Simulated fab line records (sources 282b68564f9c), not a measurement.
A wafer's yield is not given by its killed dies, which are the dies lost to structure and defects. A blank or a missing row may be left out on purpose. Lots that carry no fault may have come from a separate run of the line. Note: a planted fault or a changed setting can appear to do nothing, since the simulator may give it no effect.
Comparing a struck lot with a sound one -- flow rit_cmos -- 20 out of 202 route steps
Sound: wafers L188.1, L188.3, L188.5. Wafers L200.1, L200.4, L200.6 were the ones struck. At the end, the cause is stated.
Order at every step that has rows: each side's tool, ch and its chambers, its first start. Under that, the readings that differ: sound wafers -- struck wafers -- difference of the means -- sigmas: that difference in standard deviations of wafers without a fault.
alike: readings whose means differ by less than 2 such deviations, and words and numbers that are the same on both sides. not compared: withheld readings, readings that some wafer has no value for, bounds like >300 that may hide the same value, and numbers for which the record gives no deviation and whose values overlap.
The two part at a step that has a row with sigmas, a row that says differs or no value, or rows on one side only. Numbers that have no deviation but don't overlap get no sigmas and don't part them. A reading that every wafer of one side lacks parts them only if that side has two wafers or more.

RIT_SDANNEAL_RS_MEAS_06: measures by four-point-probe.
  sound on film_metro-03, day 3 12:50; struck on film_metro-03, day 5 21:19
  alike: PLDD_RS
RIT_SDANNEAL_RS_MEAS_07: measures by four-point-probe.
  sound on film_metro-03, day 3 12:57; struck on film_metro-03, day 5 21:26
  alike: NLDD_RS
then, 1 step without rows for these wafers: RIT_SILICIDE_WET_ETCH_00 (etches SiO2 in BOE, target depth 14 nm, time 15 s).
RIT_SILICIDE_SPUTTER_01: material Ti, target thk 30 nm, time 240 s.
  sound on pvd_sputter-01, day 3 13:05; struck on pvd_sputter-01, day 5 21:35
  alike: throttle_valve_pct
RIT_SILICIDE_RS_MEAS_02: measures by four-point-probe.
  sound on film_metro-04, day 3 13:14; struck on film_metro-02, day 5 21:44
  alike: SILICIDE_TI_RS
RIT_SILICIDE_THK_MEAS_03: measures by xrf.
  sound on film_metro-04, day 3 13:22; struck on film_metro-02, day 5 21:51
  alike: SILICIDE_TI_THK
RIT_SILICIDE_RTA_04: time 10 s, ramp up 5 s, ramp down 5 s.
  sound on rtp_anneal-02 ch 0, day 3 13:25; struck on rtp_anneal-02 ch 0, day 5 21:55
  alike: wafer_temp_C_max
then, 1 step without rows for these wafers: RIT_SILICIDE_WET_ETCH_05 (etches Ti in SPM, time 120 s).
RIT_SILICIDE_RTA_06: time 10 s, ramp up 5 s, ramp down 10 s.
  sound on rtp_anneal-01 ch 0, day 3 13:32; struck on rtp_anneal-01 ch 0, day 5 22:01
  alike: wafer_temp_C_max
RIT_CONTACT_CVD_00: deposits SiO2 from TEOS, target thk 400 nm, time 61 s.
  sound on pecvd-01 ch 0,1,2, day 3 13:36; struck on pecvd-01 ch 0,2, day 5 22:05
  alike: heater_power_w, rf_fwd_power_W
RIT_CONTACT_THK_MEAS_01:
  sound on film_metro-02, day 3 13:39; struck on film_metro-03, day 5 22:08
  alike: CONTACT_TEOS_THK
then, 1 step without rows for these wafers: RIT_CONTACT_HMDS_02 (prime time 60 s).
RIT_CONTACT_COAT_03: resist thk 1000 nm.
  sound on litho_track-04 ch 0, day 3 13:52; struck on litho_track-02, day 5 22:20
  no value came back on the struck wafers for chill_plate_temp_C (C), dispense_pressure_kPa (kPa); on the sound wafers chill_plate_temp_C (C) reads 22.93 22.82 22.98
then, 4 steps without rows for these wafers: RIT_CONTACT_SOFTBAKE_04 (time 60 s); RIT_CONTACT_EXPOSE_05 (exposes mask M11, target cd 1000 nm); RIT_CONTACT_PEB_06; RIT_CONTACT_DEVELOP_07 (develop time 120 s).
RIT_CONTACT_CD_MEAS_08 targets a cd of 1000 nm.
  sound on cd_sem-02, day 3 14:41; struck on cd_sem-02, day 5 23:10
reading,sound,struck,difference,sigmas
cd_nm (nm),1003.1 1002.6 1000.9,- - -,no value on the struck wafers,
RIT_CONTACT_OVL_MEAS_09:
  sound on overlay-01, day 3 14:48; struck on overlay-01, day 5 23:17
reading,sound,struck,difference,sigmas
CONTACT_OVL (nm),-1.9 -2.2 0.8,- - -,no value on the struck wafers,
RIT_M1_PROBE_99:
  sound on prober-01, day 3 19:52; struck on prober-01, day 6 05:05
reading,sound,struck,difference,sigmas
killed_at_contacts,1 0 0,257 253 258,+256,+99 or more
killed_dies,6 11 3,264 264 264,+257,+86
killed_on_rim,1 2 0,70 70 70,+69,+53
  alike: killed_at_front_end, killed_open, killed_short

== WHERE THEY PART ==
Earliest at RIT_CONTACT_COAT_03; latest, in this record, at RIT_M1_PROBE_99.

WHY: whatever the simulator had introduced
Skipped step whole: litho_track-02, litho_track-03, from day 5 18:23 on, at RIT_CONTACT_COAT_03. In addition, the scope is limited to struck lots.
